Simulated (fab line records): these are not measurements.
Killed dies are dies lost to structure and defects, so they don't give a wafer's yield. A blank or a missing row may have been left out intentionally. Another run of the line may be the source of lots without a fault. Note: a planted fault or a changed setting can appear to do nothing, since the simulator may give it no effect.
fab line records / flow rit_cmos
record lots=6 wafers=18 last_day=7
route steps=202 shown PLDD@116 SPACER@125 NSD@131
lots that met no fault: taken from a fault-free run of the same line
start_h: hours from the record's first day to the start of the lot's first wafer shown / wait_h: hours since the lot's step before / " as in the row above / L1.1+2: a single row standing in for several wafers / - either no value or no given start / * or withheld: withheld / < > ~ a bound
route shown NAME@n: a module of which the file shows steps, and the number in the route of the first / usual: the fault-free wafers' mean and standard deviation / same: alike in all rows / chamber/n: place in a boat / sites: readings site by site / _std_site: how widely they spread, as a standard deviation / _edge_site: the outer-site mean with the inner-site mean subtracted / radius_mm: for every site, how far away it sits from the centre of the wafer / mask NAME#n: copy n / behind: the tool/chamber that last shaped the wafer / hold: why the lot went on hold/how many hours it stayed there/how the hold came to an end / device: transistor that didn't switch, given as n, p or np / end of line: tests run on the same wafers once the route is complete / a step given without rows: its recipe and nothing more / killed: not the wafer's yield, but the dies lost to structure and defects at the first sort / map: dies across one wafer; x = killed, . = not, _ = none there
set.NAME: the setting that was run; set.NAME@STEP: the one run at that earlier step / model.NAME: the simulator's own value behind a step, which no gauge read
lots at selected steps of the route; one table per step, one row per wafer
services: the hour from which a tool's chamber was out of use, counted from the record's first day as start_h (under 0 if before that day), plus the number of hours and why
## steps
# step RIT_PLDD_SOFTBAKE_02
# recipe resist=NOVOLAK temp_c=90 time_s=60
# step RIT_PLDD_EXPOSE_03
# recipe mask_id=M8 na=0.57 target_cd_nm=40900 dose_mj=250
# step RIT_PLDD_PEB_04
# recipe resist=NOVOLAK temp_c=withheld time_s=withheld
# step RIT_PLDD_DEVELOP_05
# recipe resist=NOVOLAK develop_time_s=50 dev_temp_c=23
# step RIT_PLDD_OVL_MEAS_06
# usual PLDD_OVL=0.7/1.4
lot.wafer=L664.1 tool=overlay-01 chamber=- start_h=54.71 wait_h=- PLDD_OVL[nm]=1.2
lot.wafer=L664.2 tool=overlay-01 chamber=- start_h=54.71 wait_h=- PLDD_OVL[nm]=2.7
lot.wafer=L664.6 tool=overlay-01 chamber=- start_h=54.71 wait_h=- PLDD_OVL[nm]=3.3
lot.wafer=L669.4 tool=overlay-02 chamber=- start_h=77.95 wait_h=- PLDD_OVL[nm]=2.9
lot.wafer=L669.5 tool=overlay-02 chamber=- start_h=77.95 wait_h=- PLDD_OVL[nm]=1.3
lot.wafer=L669.6 tool=overlay-02 chamber=- start_h=77.95 wait_h=- PLDD_OVL[nm]=0.1
lot.wafer=L674.1 tool=overlay-02 chamber=- start_h=99.17 wait_h=- PLDD_OVL[nm]=-0.3
lot.wafer=L674.2 tool=overlay-02 chamber=- start_h=99.17 wait_h=- PLDD_OVL[nm]=-0.1
lot.wafer=L674.4 tool=overlay-02 chamber=- start_h=99.17 wait_h=- PLDD_OVL[nm]=0.3
lot.wafer=L675.1 tool=overlay-02 chamber=- start_h=104.23 wait_h=- PLDD_OVL[nm]=-0.8
lot.wafer=L675.4 tool=overlay-02 chamber=- start_h=104.23 wait_h=- PLDD_OVL[nm]=0.0
lot.wafer=L675.6 tool=overlay-02 chamber=- start_h=104.23 wait_h=- PLDD_OVL[nm]=-0.3
lot.wafer=L683.2 tool=overlay-02 chamber=- start_h=143.68 wait_h=- PLDD_OVL[nm]=0.8
lot.wafer=L683.4 tool=overlay-02 chamber=- start_h=143.68 wait_h=- PLDD_OVL[nm]=0.0
lot.wafer=L683.5 tool=overlay-02 chamber=- start_h=143.68 wait_h=- PLDD_OVL[nm]=0.5
lot.wafer=L684.2 tool=overlay-02 chamber=- start_h=147.02 wait_h=- PLDD_OVL[nm]=0.5
lot.wafer=L684.4 tool=overlay-02 chamber=- start_h=147.02 wait_h=- PLDD_OVL[nm]=0.0
lot.wafer=L684.5 tool=overlay-02 chamber=- start_h=147.02 wait_h=- PLDD_OVL[nm]=1.1
# step RIT_PLDD_HARDBAKE_07
# recipe resist=NOVOLAK temp_c=140 time_s=60
# step RIT_PLDD_IMPLANT_08
# recipe species=BF2 energy_kev=20 dose_cm2=9e+14 tilt_deg=7
# step RIT_PLDD_STRIP_09
# recipe chemistry=O2 time_s=180 resist=NOVOLAK platen_temp_c=withheld power_w=500 pressure_mtorr=4000 o2_flow_sccm=4000
# usual drypump_motor_current_A=6.3/0.32
lot.wafer=L664.1 tool=plasma_asher-04 chamber=1 start_h=55.04 wait_h=0.1 drypump_motor_current_A=5.7 rf_hours_counter_h=26
lot.wafer=L664.2 tool=plasma_asher-04 chamber=0 start_h=55.04 wait_h=0.1 drypump_motor_current_A=6.6 rf_hours_counter_h=26
lot.wafer=L664.6 tool=plasma_asher-04 chamber=1 start_h=55.04 wait_h=0.1 drypump_motor_current_A=5.7 rf_hours_counter_h=-
lot.wafer=L669.4 tool=plasma_asher-04 chamber=0 start_h=78.46 wait_h=0.1 drypump_motor_current_A=6.6 rf_hours_counter_h=-
lot.wafer=L669.5 tool=plasma_asher-04 chamber=0 start_h=78.46 wait_h=0.1 drypump_motor_current_A=6.6 rf_hours_counter_h=-
lot.wafer=L669.6 tool=plasma_asher-04 chamber=1 start_h=78.46 wait_h=0.1 drypump_motor_current_A=5.7 rf_hours_counter_h=-
lot.wafer=L674.1 tool=plasma_asher-01 chamber=1 start_h=99.51 wait_h=0.1 drypump_motor_current_A=6.4 rf_hours_counter_h=45
lot.wafer=L674.2 tool=plasma_asher-01 chamber=0 start_h=99.51 wait_h=0.1 drypump_motor_current_A=6.4 rf_hours_counter_h=45
lot.wafer=L674.4 tool=plasma_asher-01 chamber=0 start_h=99.51 wait_h=0.1 drypump_motor_current_A=6.3 rf_hours_counter_h=-
lot.wafer=L675.1 tool=plasma_asher-03 chamber=0 start_h=104.57 wait_h=0.1 drypump_motor_current_A=6.6 rf_hours_counter_h=46
lot.wafer=L675.4 tool=plasma_asher-03 chamber=1 start_h=104.57 wait_h=0.1 drypump_motor_current_A=6.2 rf_hours_counter_h=-
lot.wafer=L675.6 tool=plasma_asher-03 chamber=0 start_h=104.57 wait_h=0.1 drypump_motor_current_A=6.6 rf_hours_counter_h=-
lot.wafer=L683.2 tool=plasma_asher-03 chamber=1 start_h=144.01 wait_h=0.1 drypump_motor_current_A=6.2 rf_hours_counter_h=50
lot.wafer=L683.4 tool=plasma_asher-03 chamber=0 start_h=144.01 wait_h=0.1 drypump_motor_current_A=6.6 rf_hours_counter_h=-
lot.wafer=L683.5 tool=plasma_asher-03 chamber=1 start_h=144.01 wait_h=0.1 drypump_motor_current_A=6.2 rf_hours_counter_h=-
lot.wafer=L684.2 tool=plasma_asher-04 chamber=0 start_h=147.35 wait_h=0.1 drypump_motor_current_A=6.6 rf_hours_counter_h=37
lot.wafer=L684.4 tool=plasma_asher-04 chamber=0 start_h=147.35 wait_h=0.1 drypump_motor_current_A=6.6 rf_hours_counter_h=-
lot.wafer=L684.5 tool=plasma_asher-04 chamber=1 start_h=147.35 wait_h=0.1 drypump_motor_current_A=5.7 rf_hours_counter_h=-
# step RIT_PLDD_TW_MEAS_10
# usual PLDD_TW=2347/30
lot.wafer=L664.1 tool=film_metro-03 chamber=- start_h=55.22 wait_h=0.1 PLDD_TW=2343
lot.wafer=L664.2 tool=film_metro-03 chamber=- start_h=55.22 wait_h=0.1 PLDD_TW=2361
lot.wafer=L664.6 tool=film_metro-03 chamber=- start_h=55.22 wait_h=0.1 PLDD_TW=2346
lot.wafer=L669.4 tool=film_metro-01 chamber=- start_h=78.60 wait_h=0.1 PLDD_TW=2359
lot.wafer=L669.5 tool=film_metro-01 chamber=- start_h=78.60 wait_h=0.1 PLDD_TW=2352
lot.wafer=L669.6 tool=film_metro-01 chamber=- start_h=78.60 wait_h=0.1 PLDD_TW=2338
lot.wafer=L674.1 tool=film_metro-03 chamber=- start_h=99.68 wait_h=0.1 PLDD_TW=2311
lot.wafer=L674.2 tool=film_metro-03 chamber=- start_h=99.68 wait_h=0.1 PLDD_TW=2312
lot.wafer=L674.4 tool=film_metro-03 chamber=- start_h=99.68 wait_h=0.1 PLDD_TW=2319
lot.wafer=L675.1 tool=film_metro-02 chamber=- start_h=104.74 wait_h=0.1 PLDD_TW=2376
lot.wafer=L675.4 tool=film_metro-02 chamber=- start_h=104.74 wait_h=0.1 PLDD_TW=2385
lot.wafer=L675.6 tool=film_metro-02 chamber=- start_h=104.74 wait_h=0.1 PLDD_TW=2382
lot.wafer=L683.2 tool=film_metro-02 chamber=- start_h=144.19 wait_h=0.1 PLDD_TW=2383
lot.wafer=L683.4 tool=film_metro-02 chamber=- start_h=144.19 wait_h=0.1 PLDD_TW=2393
lot.wafer=L683.5 tool=film_metro-02 chamber=- start_h=144.19 wait_h=0.1 PLDD_TW=2403
lot.wafer=L684.2 tool=film_metro-01 chamber=- start_h=147.53 wait_h=0.1 PLDD_TW=2359
lot.wafer=L684.4 tool=film_metro-01 chamber=- start_h=147.53 wait_h=0.1 PLDD_TW=2353
lot.wafer=L684.5 tool=film_metro-01 chamber=- start_h=147.53 wait_h=0.1 PLDD_TW=2357
# step RIT_SPACER_CLEAN_00
# recipe chemistry=SC1 mix=3:3:50 time_s=600 temp_c=75
# step RIT_SPACER_CLEAN_01
# recipe chemistry=dHF dilution=50:1 time_s=30
# step RIT_SPACER_CLEAN_02
# recipe chemistry=SC2 mix=3:3:50 time_s=600 temp_c=75 dry=n2_spin
# step RIT_SPACER_CVD_03
# recipe material=Si3N4 target_thk_nm=250 temp_c=810 precursor=SiH2Cl2/NH3 time_s=3300 pressure_mtorr=300 sih2cl2_flow_sccm=60 nh3_flow_sccm=150
# usual spike_tc_centre_C=812.3/1.2 spike_tc_load_C=835.4/2 spike_tc_source_C=834.0/2.7 susceptor_temp_C=810.0/0.38
lot.wafer=L664.1 tool=lpcvd-01 chamber=0 start_h=55.66 wait_h=0.0 spike_tc_centre_C=811.2 spike_tc_load_C=837.0 spike_tc_source_C=829.8 susceptor_temp_C=810.4 model.Si3N4_of_SPACER_CVD_03.thk_nm=250.6
lot.wafer=L664.2 tool=lpcvd-01 chamber=0 start_h=55.66 wait_h=0.0 spike_tc_centre_C=811.3 spike_tc_load_C=836.4 spike_tc_source_C=829.4 susceptor_temp_C=810.5 model.Si3N4_of_SPACER_CVD_03.thk_nm=250.2
lot.wafer=L664.6 tool=lpcvd-01 chamber=0 start_h=55.66 wait_h=0.0 spike_tc_centre_C=812.1 spike_tc_load_C=837.0 spike_tc_source_C=830.1 susceptor_temp_C=810.1 model.Si3N4_of_SPACER_CVD_03.thk_nm=253.8
lot.wafer=L669.4 tool=lpcvd-01 chamber=0 start_h=79.01 wait_h=0.0 spike_tc_centre_C=813.2 spike_tc_load_C=833.3 spike_tc_source_C=828.4 susceptor_temp_C=810.4 model.Si3N4_of_SPACER_CVD_03.thk_nm=247.7
lot.wafer=L669.5 tool=lpcvd-01 chamber=0 start_h=79.01 wait_h=0.0 spike_tc_centre_C=811.6 spike_tc_load_C=835.6 spike_tc_source_C=830.2 susceptor_temp_C=810.1 model.Si3N4_of_SPACER_CVD_03.thk_nm=247.9
lot.wafer=L669.6 tool=lpcvd-01 chamber=0 start_h=79.01 wait_h=0.0 spike_tc_centre_C=812.9 spike_tc_load_C=834.1 spike_tc_source_C=829.1 susceptor_temp_C=809.8 model.Si3N4_of_SPACER_CVD_03.thk_nm=249.1
lot.wafer=L674.1 tool=lpcvd-01 chamber=1 start_h=100.14 wait_h=0.0 spike_tc_centre_C=829.9 spike_tc_load_C=850.0 spike_tc_source_C=851.2 susceptor_temp_C=825.7 model.Si3N4_of_SPACER_CVD_03.thk_nm=331.3
lot.wafer=L674.2 tool=lpcvd-01 chamber=1 start_h=100.14 wait_h=0.0 spike_tc_centre_C=829.9 spike_tc_load_C=849.2 spike_tc_source_C=853.2 susceptor_temp_C=825.8 model.Si3N4_of_SPACER_CVD_03.thk_nm=329.1
lot.wafer=L674.4 tool=lpcvd-01 chamber=1 start_h=100.14 wait_h=0.0 spike_tc_centre_C=830.7 spike_tc_load_C=850.8 spike_tc_source_C=850.8 susceptor_temp_C=825.5 model.Si3N4_of_SPACER_CVD_03.thk_nm=330.1
lot.wafer=L675.1 tool=lpcvd-01 chamber=1 start_h=105.40 wait_h=0.0 spike_tc_centre_C=830.4 spike_tc_load_C=850.5 spike_tc_source_C=851.5 susceptor_temp_C=825.6 model.Si3N4_of_SPACER_CVD_03.thk_nm=329.2
lot.wafer=L675.4 tool=lpcvd-01 chamber=1 start_h=105.40 wait_h=0.0 spike_tc_centre_C=829.7 spike_tc_load_C=850.9 spike_tc_source_C=850.0 susceptor_temp_C=825.6 model.Si3N4_of_SPACER_CVD_03.thk_nm=326.8
lot.wafer=L675.6 tool=lpcvd-01 chamber=1 start_h=105.40 wait_h=0.0 spike_tc_centre_C=828.0 spike_tc_load_C=849.6 spike_tc_source_C=853.0 susceptor_temp_C=825.5 model.Si3N4_of_SPACER_CVD_03.thk_nm=328.6
lot.wafer=L683.2 tool=lpcvd-02 chamber=0 start_h=144.63 wait_h=0.0 spike_tc_centre_C=811.5 spike_tc_load_C=838.7 spike_tc_source_C=835.9 susceptor_temp_C=810.1 model.Si3N4_of_SPACER_CVD_03.thk_nm=249.8
lot.wafer=L683.4 tool=lpcvd-02 chamber=0 start_h=144.63 wait_h=0.0 spike_tc_centre_C=811.2 spike_tc_load_C=837.3 spike_tc_source_C=837.6 susceptor_temp_C=810.2 model.Si3N4_of_SPACER_CVD_03.thk_nm=249.3
lot.wafer=L683.5 tool=lpcvd-02 chamber=0 start_h=144.63 wait_h=0.0 spike_tc_centre_C=811.8 spike_tc_load_C=837.8 spike_tc_source_C=834.2 susceptor_temp_C=810.1 model.Si3N4_of_SPACER_CVD_03.thk_nm=250
lot.wafer=L684.2 tool=lpcvd-02 chamber=0 start_h=147.96 wait_h=0.0 spike_tc_centre_C=811.4 spike_tc_load_C=837.7 spike_tc_source_C=837.1 susceptor_temp_C=809.7 model.Si3N4_of_SPACER_CVD_03.thk_nm=252
lot.wafer=L684.4 tool=lpcvd-02 chamber=0 start_h=147.96 wait_h=0.0 spike_tc_centre_C=811.3 spike_tc_load_C=836.7 spike_tc_source_C=836.1 susceptor_temp_C=810.4 model.Si3N4_of_SPACER_CVD_03.thk_nm=250.5
lot.wafer=L684.5 tool=lpcvd-02 chamber=0 start_h=147.96 wait_h=0.0 spike_tc_centre_C=812.7 spike_tc_load_C=836.5 spike_tc_source_C=835.4 susceptor_temp_C=810.3 model.Si3N4_of_SPACER_CVD_03.thk_nm=252.7
# step RIT_SPACER_THK_MEAS_04
# recipe reads=Si3N4_of_SPACER_CVD_03
# usual SPACER_NITRIDE_THK=249.8/2.1
lot.wafer=L664.1 tool=film_metro-03 chamber=- start_h=57.57 wait_h=0.0 SPACER_NITRIDE_THK[nm]=250.6
lot.wafer=L664.2 tool=film_metro-03 chamber=- start_h=57.57 wait_h=0.0 SPACER_NITRIDE_THK[nm]=250.2
lot.wafer=L664.6 tool=film_metro-03 chamber=- start_h=57.57 wait_h=0.0 SPACER_NITRIDE_THK[nm]=253.5
lot.wafer=L669.4 tool=film_metro-04 chamber=- start_h=80.96 wait_h=0.0 SPACER_NITRIDE_THK[nm]=247.9
lot.wafer=L669.5 tool=film_metro-04 chamber=- start_h=80.96 wait_h=0.0 SPACER_NITRIDE_THK[nm]=247.9
lot.wafer=L669.6 tool=film_metro-04 chamber=- start_h=80.96 wait_h=0.0 SPACER_NITRIDE_THK[nm]=249.2
lot.wafer=L674.1 tool=film_metro-04 chamber=- start_h=102.06 wait_h=0.0 SPACER_NITRIDE_THK[nm]=331.2
lot.wafer=L674.2 tool=film_metro-04 chamber=- start_h=102.06 wait_h=0.0 SPACER_NITRIDE_THK[nm]=329.5
lot.wafer=L674.4 tool=film_metro-04 chamber=- start_h=102.06 wait_h=0.0 SPACER_NITRIDE_THK[nm]=330.2
lot.wafer=L675.1 tool=film_metro-01 chamber=- start_h=107.31 wait_h=0.0 SPACER_NITRIDE_THK[nm]=329.4
lot.wafer=L675.4 tool=film_metro-01 chamber=- start_h=107.31 wait_h=0.0 SPACER_NITRIDE_THK[nm]=326.8
lot.wafer=L675.6 tool=film_metro-01 chamber=- start_h=107.31 wait_h=0.0 SPACER_NITRIDE_THK[nm]=328.5
lot.wafer=L683.2 tool=film_metro-01 chamber=- start_h=146.55 wait_h=0.0 SPACER_NITRIDE_THK[nm]=249.6
lot.wafer=L683.4 tool=film_metro-01 chamber=- start_h=146.55 wait_h=0.0 SPACER_NITRIDE_THK[nm]=249.0
lot.wafer=L683.5 tool=film_metro-01 chamber=- start_h=146.55 wait_h=0.0 SPACER_NITRIDE_THK[nm]=249.9
lot.wafer=L684.2 tool=film_metro-04 chamber=- start_h=149.89 wait_h=0.0 SPACER_NITRIDE_THK[nm]=251.8
lot.wafer=L684.4 tool=film_metro-04 chamber=- start_h=149.89 wait_h=0.0 SPACER_NITRIDE_THK[nm]=250.5
lot.wafer=L684.5 tool=film_metro-04 chamber=- start_h=149.89 wait_h=0.0 SPACER_NITRIDE_THK[nm]=252.7
# step RIT_SPACER_ETCHBACK_05
# recipe target_depth_a=2500 SF6_flow_sccm=30 CHF3_flow_sccm=30 target=Si3N4 chemistry=SF6/CHF3 pressure_mtorr=40 rf_w=250 time_s=240 stop_on=SiO2
# usual drypump_motor_current_A=5.8/0.31 oes_product_au=0.842/0.014 rf_fwd_power_W=249.5/0.81 throttle_valve_pct=10.23/0.17
lot.wafer=L664.1 tool=rie_diel-04 chamber=1 start_h=57.63 wait_h=0.1 drypump_motor_current_A=5.8 oes_product_au=0.841 rf_fwd_power_W=249.0 rf_hours_counter_h=1 throttle_valve_pct=10.24 model.Si3N4_of_SPACER_CVD_03.thk_nm=193.6 model.etch.depth_nm=250.6
lot.wafer=L664.2 tool=rie_diel-04 chamber=3 start_h=57.63 wait_h=0.1 drypump_motor_current_A=5.3 oes_product_au=0.839 rf_fwd_power_W=248.3 rf_hours_counter_h=35 throttle_valve_pct=10.23 model.Si3N4_of_SPACER_CVD_03.thk_nm=194.9 model.etch.depth_nm=250.2
lot.wafer=L664.6 tool=rie_diel-04 chamber=1 start_h=57.63 wait_h=0.1 drypump_motor_current_A=5.8 oes_product_au=0.856 rf_fwd_power_W=249.4 rf_hours_counter_h=- throttle_valve_pct=10.21 model.Si3N4_of_SPACER_CVD_03.thk_nm=196.1 model.etch.depth_nm=253.8
lot.wafer=L669.4 tool=rie_diel-04 chamber=0 start_h=80.99 wait_h=0.0 drypump_motor_current_A=5.9 oes_product_au=0.855 rf_fwd_power_W=249.8 rf_hours_counter_h=1 throttle_valve_pct=10.20 model.Si3N4_of_SPACER_CVD_03.thk_nm=194.3 model.etch.depth_nm=247.7
lot.wafer=L669.5 tool=rie_diel-04 chamber=1 start_h=80.99 wait_h=0.0 drypump_motor_current_A=5.9 oes_product_au=0.826 rf_fwd_power_W=250.2 rf_hours_counter_h=- throttle_valve_pct=10.22 model.Si3N4_of_SPACER_CVD_03.thk_nm=191.1 model.etch.depth_nm=247.9
lot.wafer=L669.6 tool=rie_diel-04 chamber=0 start_h=80.99 wait_h=0.0 drypump_motor_current_A=5.9 oes_product_au=0.856 rf_fwd_power_W=250.1 rf_hours_counter_h=- throttle_valve_pct=10.20 model.Si3N4_of_SPACER_CVD_03.thk_nm=194.9 model.etch.depth_nm=249.1
lot.wafer=L674.1 tool=rie_diel-04 chamber=0 start_h=102.12 wait_h=0.1 drypump_motor_current_A=5.9 oes_product_au=1.014 rf_fwd_power_W=248.5 rf_hours_counter_h=1 throttle_valve_pct=10.24 model.Si3N4_of_SPACER_CVD_03.thk_nm=259 model.etch.depth_nm=315.4
lot.wafer=L674.2 tool=rie_diel-04 chamber=2 start_h=102.12 wait_h=0.1 drypump_motor_current_A=6.0 oes_product_au=0.998 rf_fwd_power_W=249.3 rf_hours_counter_h=150 throttle_valve_pct=10.14 model.Si3N4_of_SPACER_CVD_03.thk_nm=259.5 model.etch.depth_nm=305.6
lot.wafer=L674.4 tool=rie_diel-04 chamber=1 start_h=102.12 wait_h=0.1 drypump_motor_current_A=5.9 oes_product_au=1.021 rf_fwd_power_W=250.5 rf_hours_counter_h=2 throttle_valve_pct=10.28 model.Si3N4_of_SPACER_CVD_03.thk_nm=254.2 model.etch.depth_nm=330.1
lot.wafer=L675.1 tool=rie_diel-02 chamber=0 start_h=107.37 wait_h=0.1 drypump_motor_current_A=5.7 oes_product_au=0.942 rf_fwd_power_W=249.9 rf_hours_counter_h=4 throttle_valve_pct=10.19 model.Si3N4_of_SPACER_CVD_03.thk_nm=261.6 model.etch.depth_nm=296.8
lot.wafer=L675.4 tool=rie_diel-02 chamber=3 start_h=107.37 wait_h=0.1 drypump_motor_current_A=6.0 oes_product_au=0.965 rf_fwd_power_W=250.5 rf_hours_counter_h=17 throttle_valve_pct=10.04 model.Si3N4_of_SPACER_CVD_03.thk_nm=258 model.etch.depth_nm=304.2
lot.wafer=L675.6 tool=rie_diel-02 chamber=1 start_h=107.37 wait_h=0.1 drypump_motor_current_A=5.3 oes_product_au=0.989 rf_fwd_power_W=249.3 rf_hours_counter_h=- throttle_valve_pct=10.64 model.Si3N4_of_SPACER_CVD_03.thk_nm=258.1 model.etch.depth_nm=310.3
lot.wafer=L683.2 tool=rie_diel-04 chamber=3 start_h=146.60 wait_h=0.0 drypump_motor_current_A=5.3 oes_product_au=0.841 rf_fwd_power_W=248.9 rf_hours_counter_h=36 throttle_valve_pct=10.19 model.Si3N4_of_SPACER_CVD_03.thk_nm=193.9 model.etch.depth_nm=249.8
lot.wafer=L683.4 tool=rie_diel-04 chamber=2 start_h=146.60 wait_h=0.0 drypump_motor_current_A=6.0 oes_product_au=0.848 rf_fwd_power_W=248.6 rf_hours_counter_h=150 throttle_valve_pct=10.09 model.Si3N4_of_SPACER_CVD_03.thk_nm=195.6 model.etch.depth_nm=249.3
lot.wafer=L683.5 tool=rie_diel-04 chamber=3 start_h=146.60 wait_h=0.0 drypump_motor_current_A=5.3 oes_product_au=0.840 rf_fwd_power_W=248.1 rf_hours_counter_h=- throttle_valve_pct=10.19 model.Si3N4_of_SPACER_CVD_03.thk_nm=193.7 model.etch.depth_nm=250
lot.wafer=L684.2 tool=rie_diel-04 chamber=1 start_h=149.94 wait_h=0.0 drypump_motor_current_A=5.9 oes_product_au=0.838 rf_fwd_power_W=250.6 rf_hours_counter_h=3 throttle_valve_pct=10.22 model.Si3N4_of_SPACER_CVD_03.thk_nm=193.7 model.etch.depth_nm=252
lot.wafer=L684.4 tool=rie_diel-04 chamber=3 start_h=149.94 wait_h=0.0 drypump_motor_current_A=5.3 oes_product_au=0.835 rf_fwd_power_W=250.3 rf_hours_counter_h=- throttle_valve_pct=10.19 model.Si3N4_of_SPACER_CVD_03.thk_nm=194.3 model.etch.depth_nm=250.5
lot.wafer=L684.5 tool=rie_diel-04 chamber=1 start_h=149.94 wait_h=0.0 drypump_motor_current_A=5.9 oes_product_au=0.838 rf_fwd_power_W=249.7 rf_hours_counter_h=- throttle_valve_pct=10.24 model.Si3N4_of_SPACER_CVD_03.thk_nm=194.8 model.etch.depth_nm=252.7
# step RIT_NSD_HMDS_00
# recipe prime_time_s=60 prime_temp_c=140
## services
tool=rie_diel-04 chamber=1 start_h=33.26 hours=12.4 kind=repair
tool=plasma_asher-03 chamber=- start_h=53.22 hours=1.4 kind=repair
tool=rie_diel-02 chamber=- start_h=69.61 hours=0.8 kind=repair
tool=rie_diel-04 chamber=- start_h=75.58 hours=2.8 kind=pm
tool=rie_diel-04 chamber=- start_h=87.53 hours=0.4 kind=repair
tool=lpcvd-02 chamber=- start_h=99.64 hours=1.2 kind=repair
tool=plasma_asher-01 chamber=- start_h=108.75 hours=9.0 kind=pm
tool=plasma_asher-01 chamber=0 start_h=108.75 hours=9.0 kind=vent_cycle
tool=plasma_asher-01 chamber=1 start_h=108.75 hours=9.0 kind=vent_cycle
tool=rie_diel-04 chamber=2 start_h=109.46 hours=16.7 kind=repair
tool=rie_diel-02 chamber=2 start_h=111.94 hours=8.3 kind=repair
tool=plasma_asher-03 chamber=- start_h=116.76 hours=2.8 kind=pm
tool=plasma_asher-01 chamber=0 start_h=117.75 hours=- kind=clean
tool=plasma_asher-01 chamber=1 start_h=117.75 hours=- kind=clean
tool=rie_diel-02 chamber=2 start_h=129.24 hours=- kind=clean
tool=rie_diel-02 chamber=2 start_h=129.24 hours=20.4 kind=scheduled_down
tool=rie_diel-02 chamber=2 start_h=129.24 hours=20.4 kind=vent_cycle
tool=rie_diel-04 chamber=2 start_h=147.38 hours=- kind=clean
tool=rie_diel-04 chamber=2 start_h=147.38 hours=24.0 kind=scheduled_down
tool=rie_diel-04 chamber=2 start_h=147.38 hours=24.0 kind=vent_cycle
## key
first_sign step=RIT_SPACER_CVD_03 reading=susceptor_temp_C direction=up sigmas=41 usual=* struck=*
effect step=RIT_SPACER_CVD_03 reading=spike_tc_centre_C direction=up sigmas=14 usual=812.3 struck=829.8
effect step=RIT_SPACER_THK_MEAS_04 reading=SPACER_NITRIDE_THK direction=up sigmas=37 usual=249.8 struck=329.3
effect step=RIT_SPACER_ETCHBACK_05 reading=oes_product_au direction=up sigmas=11 usual=0.842 struck=0.988
model_effect step=RIT_SPACER_CVD_03 value=Si3N4_of_SPACER_CVD_03.thk_nm without=249.9 struck=329.2
model_effect step=RIT_SPACER_ETCHBACK_05 value=Si3N4_of_SPACER_CVD_03.thk_nm without=196.2 struck=258.4
met_at RIT_SPACER_CVD_03
struck_wafers L674.1,L674.2,L674.4,L675.1,L675.4,L675.6
later_rows_left_out L674.1,L674.2,L675.1,L675.4,L675.6
sort_left_out L674.1,L674.2,L674.4,L675.1,L675.4,L675.6
tester_left_out L674,L675
fault kind=process_parameter_drift tool=lpcvd-01 chamber=1 onset_h=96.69 steps=RIT_SPACER_CVD_03 channel=temp_c offset=* shape=step end_h=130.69 acts_in=* stated=*
# tester_left_out: of these lots the tester's yield and bins aren't shown, on N5 and GAA mostly nor the transistor test; their killed dies are dies lost to structure and defects alone, not to doping, threshold or leakage, so they don't give the yield
# sort_left_out: the simulated sort isn't trusted on such a fault, so these wafers' sort isn't shown, and their yield isn't known
# later_rows_left_out: the simulator's readings of these wafers behind a module that went badly wrong aren't trusted and aren't shown, but for the sort
